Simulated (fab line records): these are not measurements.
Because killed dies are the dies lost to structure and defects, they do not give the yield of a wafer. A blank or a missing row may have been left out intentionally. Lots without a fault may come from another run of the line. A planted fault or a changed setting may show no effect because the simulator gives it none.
Chamber matching    flow rit_cmos    RIT_GATE_ETCH_19 on rie_si-01: 4 sister chambers
The step etches poly-Si in SF6/CHF3/O2, stops on SiO2, time 165 s, target depth 312.5 nm. 8 wafers are shown with their chamber, then 8 later ones without.

## WAFERS WITH THEIR CHAMBER
wafer   chamber  drypump_motor_current_A (A)  throttle_valve_pct (%)
L627.2  0        6.4                          10.26
L631.2  0        6.5                          10.27
L631.3  1        6.1                          10.42
L631.4  2        5.3                          10.26
L633.1  2        5.3                          10.29
L633.4  3        5.1                          10.10
L633.6  1        6.1                          10.43
L635.2  3        5.0                          10.08

## WAFERS WHOSE CHAMBER IS MISSING
wafer   drypump_motor_current_A (A)  throttle_valve_pct (%)
L635.3  6.4                          10.27
L635.4  5.3                          10.29
L637.2  6.4                          10.25
L637.4  5.3                          10.27
L637.5  6.1                          10.44
L647.1  6.1                          10.44
L647.2  6.4                          10.25
L647.6  6.4                          10.26

## EACH ONE'S CHAMBER
wafer   from the rows above  in truth
L635.3  0                    0
L635.4  2                    2
L637.2  0                    0
L637.4  2                    2
L637.5  1                    1
L647.1  1                    1
L647.2  0                    0
L647.6  0                    0
8 of 8 placed correctly. From these rows, 0 cannot be placed. Wrongly placed: 0.
How it was worked out, from the rows above alone: a wafer's distance from a chamber is the root of the sum, over the readings, of the square of ((its reading less the chamber's mean) divided by the reading's scatter). The wafer belongs to the nearest chamber; if the next one is less than 2 further off, it can't be placed. The mean given for a chamber averages the wafers shown for that chamber. How the scatter is found: for the shown wafers, subtract from each reading the mean of its chamber, square and add these, divide the total by (wafers less chambers), then take the root.
